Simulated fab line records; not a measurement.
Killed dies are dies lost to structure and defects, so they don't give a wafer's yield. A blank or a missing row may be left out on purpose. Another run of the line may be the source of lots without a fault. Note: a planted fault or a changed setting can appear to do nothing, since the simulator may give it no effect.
Comparing a struck lot with a sound one -- flow berkeley_cmos170 -- 14 steps out of a route of 331
Sound: these wafers, L812.1, L812.2, L812.6. The struck wafers were L815.1, L815.3, L815.5. Last of all comes the cause.
Order at every step that has rows: each side's tool, ch and its chambers, its first start. Under that, the readings that differ: sound wafers -- struck wafers -- difference of the means -- sigmas: that difference in standard deviations of wafers without a fault.
alike: a reading whose means differ by less than 2 such deviations, as well as words and numbers matching on both sides. not compared: withheld readings; readings where some wafer has no value; bounds like >300 that might hide an equal value; numbers whose values overlap and for which the record gives no deviation.
A row with sigmas, a row that says differs or no value, or rows on one side alone: a step with any of these is where the two part. Non-overlapping numbers with no deviation appear without sigmas and do not part them. Lack of a reading on every wafer of one side parts them only where that side has two or more wafers.

first, 5 steps without rows for these wafers: UCB170_PWELL_CLEAN_18 (cleans in SPM, time 600 s); UCB170_PWELL_WET_ETCH_19 (etches Si3N4 in H3PO4, time 14400 s); UCB170_PWELL_WET_ETCH_20 (etches SiO2 in BOE, time 22 s); UCB170_WELLDRIVE_CLEAN_00 (cleans in SPM, time 600 s); UCB170_WELLDRIVE_OXIDATION_01 (target thk 199 nm, ox time 9000 s).
UCB170_WELLDRIVE_THK_MEAS_02:
  struck on film_metro-01, day 7 07:48; sound on film_metro-01, day 6 10:31
  alike: WELLDRIVE_OXIDE_THK
then, 5 steps without rows for these wafers: UCB170_WELLDRIVE_ANNEAL_03 (time 900 s); UCB170_WELLDRIVE_WET_ETCH_04 (etches SiO2 in BOE, time 120 s); UCB170_ACTIVE_CLEAN_00 (cleans in SPM, time 600 s); UCB170_ACTIVE_CLEAN_01 (cleans in dHF, time 60 s); UCB170_ACTIVE_OXIDATION_02 (target thk 26.4 nm, ox time 1260 s).
UCB170_ACTIVE_THK_MEAS_03:
  struck on film_metro-01, day 7 20:57; sound on film_metro-03, day 7 01:54
  alike: ACTIVE_OXIDE_THK
UCB170_ACTIVE_ANNEAL_04: time 900 s.
  struck on furnace-01, day 8 01:49; sound on furnace-02 ch 0, day 7 04:30
  no value came back on the struck wafers for spike_tc_centre_C (C), spike_tc_load_C (C); on the sound wafers spike_tc_centre_C (C) reads 1002.1 1002.9 1003.0
then, 1 step without rows for these wafers: UCB170_ACTIVE_CVD_05 (deposits Si3N4 from SiH2Cl2/NH3, target thk 220 nm, time 3300 s).

== WHERE THEY PART ==
Only at UCB170_ACTIVE_ANNEAL_04, as far as this record shows.

WHY: what had been put in by the simulator
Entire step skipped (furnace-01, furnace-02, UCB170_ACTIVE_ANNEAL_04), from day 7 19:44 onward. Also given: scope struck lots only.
